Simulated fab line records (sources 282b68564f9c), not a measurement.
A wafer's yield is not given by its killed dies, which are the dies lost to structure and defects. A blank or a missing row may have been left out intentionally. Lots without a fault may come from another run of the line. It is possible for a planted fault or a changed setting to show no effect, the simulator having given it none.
Check for tools in common || flow rit-cmos || Sampled: 13 lots, 39 wafers

== REASON FOR OPENING ==
RIT_NRETRO_TW_MEAS_10, reading NRETRO_TW: flagged on 1 of 13 lots. Wafers without a fault read 1054, standard deviation 8.1.
Rule: a lot is flagged in two cases, either no wafer of it has a number, or all its wafers with numbers fall more than 4 standard deviations from that mean. All remaining lots are regarded as sound.

{"lot": "L815", "measured": "day 2 07:38", "on": "film-metro-04", "NRETRO_TW, wafer by wafer": "1045 1053 1049", "flag": ""}
{"lot": "L816", "measured": "day 2 12:23", "on": "film-metro-03", "NRETRO_TW, wafer by wafer": "1066 1072 1068", "flag": ""}
{"lot": "L817", "measured": "day 2 17:35", "on": "film-metro-04", "NRETRO_TW, wafer by wafer": "1051 1046 1049", "flag": ""}
{"lot": "L821", "measured": "day 3 18:03", "on": "film-metro-04", "NRETRO_TW, wafer by wafer": "1042 1046 1047", "flag": ""}
{"lot": "L822", "measured": "day 3 21:29", "on": "film-metro-02", "NRETRO_TW, wafer by wafer": "1050 1042 1050", "flag": ""}
{"lot": "L823", "measured": "day 4 00:02", "on": "film-metro-02", "NRETRO_TW, wafer by wafer": "1058 1059 1058", "flag": ""}
{"lot": "L824", "measured": "day 4 08:17", "on": "film-metro-02", "NRETRO_TW, wafer by wafer": "31 31 31", "flag": "FLAGGED"}
{"lot": "L829", "measured": "day 5 09:30", "on": "film-metro-02", "NRETRO_TW, wafer by wafer": "1053 1049 1047", "flag": ""}
{"lot": "L830", "measured": "day 5 12:13", "on": "film-metro-04", "NRETRO_TW, wafer by wafer": "1047 1044 1043", "flag": ""}
{"lot": "L834", "measured": "day 6 15:28", "on": "film-metro-04", "NRETRO_TW, wafer by wafer": "1048 1044 1047", "flag": ""}
{"lot": "L835", "measured": "day 6 21:35", "on": "film-metro-02", "NRETRO_TW, wafer by wafer": "1054 1052 1059", "flag": ""}
{"lot": "L836", "measured": "day 7 02:34", "on": "film-metro-02", "NRETRO_TW, wafer by wafer": "1052 1056 1053", "flag": ""}
{"lot": "L838", "measured": "day 7 14:15", "on": "film-metro-03", "NRETRO_TW, wafer by wafer": "1058 1060 1059", "flag": ""}
Averaged over the flagged lots the numbers come to 31, -1023 from the usual (-99 or more standard deviations).

== EACH LOT AND THE TOOL IT RAN ON ==
The record keeps 1 process step preceding the reading, out of 202 steps on the route. In each cell: the tool, then ch and the chambers that the sampled wafers went through, then the start.
{"lot": "L815", "flag": "", "RIT_NWELL_STRIP_09": "plasma-asher-01 ch 0,1, day 1 22:17"}
{"lot": "L816", "flag": "", "RIT_NWELL_STRIP_09": "plasma-asher-04 ch 0,1, day 2 03:17"}
{"lot": "L817", "flag": "", "RIT_NWELL_STRIP_09": "plasma-asher-04 ch 0, day 2 07:49"}
{"lot": "L821", "flag": "", "RIT_NWELL_STRIP_09": "plasma-asher-04 ch 0,1, day 3 08:58"}
{"lot": "L822", "flag": "", "RIT_NWELL_STRIP_09": "plasma-asher-04 ch 0,1, day 3 11:33"}
{"lot": "L823", "flag": "", "RIT_NWELL_STRIP_09": "plasma-asher-03 ch 0,1, day 3 14:52"}
{"lot": "L824", "flag": "FLAGGED", "RIT_NWELL_STRIP_09": "plasma-asher-03 ch 0,1, day 3 23:26"}
{"lot": "L829", "flag": "", "RIT_NWELL_STRIP_09": "plasma-asher-01 ch 0,1, day 4 23:46"}
{"lot": "L830", "flag": "", "RIT_NWELL_STRIP_09": "plasma-asher-04 ch 0,1, day 5 03:37"}
{"lot": "L834", "flag": "", "RIT_NWELL_STRIP_09": "plasma-asher-03 ch 0,1, day 6 02:46"}
{"lot": "L835", "flag": "", "RIT_NWELL_STRIP_09": "plasma-asher-01 ch 0,1, day 6 08:52"}
{"lot": "L836", "flag": "", "RIT_NWELL_STRIP_09": "plasma-asher-03 ch 0,1, day 6 14:26"}
{"lot": "L838", "flag": "", "RIT_NWELL_STRIP_09": "plasma-asher-01 ch 0,1, day 7 03:49"}
What is done by these steps:
- RIT_NWELL_STRIP_09: strips in O2, time 180 s.
- RIT_NRETRO_TW_MEAS_10

== FLAGGED AGAINST TOTAL, ONE TOOL AT A TIME (gauges that did the reading follow at the end) ==
{"step": "RIT_NWELL_STRIP_09", "tool": "plasma-asher-01", "lots run": 4, "flagged": 0, "share of the flagged lots": "none", "sound lots run after its first flagged lot": "-"}
{"step": "RIT_NWELL_STRIP_09", "tool": "plasma-asher-03", "lots run": 4, "flagged": 1, "share of the flagged lots": "all", "sound lots run after its first flagged lot": "2 (L834,L836)"}
{"step": "RIT_NWELL_STRIP_09", "tool": "plasma-asher-04", "lots run": 5, "flagged": 0, "share of the flagged lots": "none", "sound lots run after its first flagged lot": "-"}
{"step": "RIT_NRETRO_TW_MEAS_10", "tool": "film-metro-02", "lots run": 6, "flagged": 1, "share of the flagged lots": "all", "sound lots run after its first flagged lot": "3 (L829,L835,L836)"}
{"step": "RIT_NRETRO_TW_MEAS_10", "tool": "film-metro-03", "lots run": 2, "flagged": 0, "share of the flagged lots": "none", "sound lots run after its first flagged lot": "-"}
{"step": "RIT_NRETRO_TW_MEAS_10", "tool": "film-metro-04", "lots run": 5, "flagged": 0, "share of the flagged lots": "none", "sound lots run after its first flagged lot": "-"}

== WHAT IS ALLOWED BY THE TABLE ==
Every flagged lot went through 2 rows of the table: plasma-asher-03 at RIT_NWELL_STRIP_09 and film-metro-02 at RIT_NRETRO_TW_MEAS_10.
- plasma-asher-03 at RIT_NWELL_STRIP_09 ran 4 lots, 1 of them flagged. After the first flagged lot (L834, L836), sound lots still ran on it; a lasting fault on the whole tool would not permit that. Its own readings (run-length-s) fall more than 4 standard deviations out on all wafers of the flagged lots.
- film-metro-02 at RIT_NRETRO_TW_MEAS_10 ran 6 lots, 1 of them flagged. After the first flagged lot (L829, L835, L836), sound lots still ran on it; a lasting fault on the whole tool would not permit that.
No row of the table ran every flagged lot and no sound lot after the first.

== WHAT WAS PUT IN BY THE SIMULATOR ==
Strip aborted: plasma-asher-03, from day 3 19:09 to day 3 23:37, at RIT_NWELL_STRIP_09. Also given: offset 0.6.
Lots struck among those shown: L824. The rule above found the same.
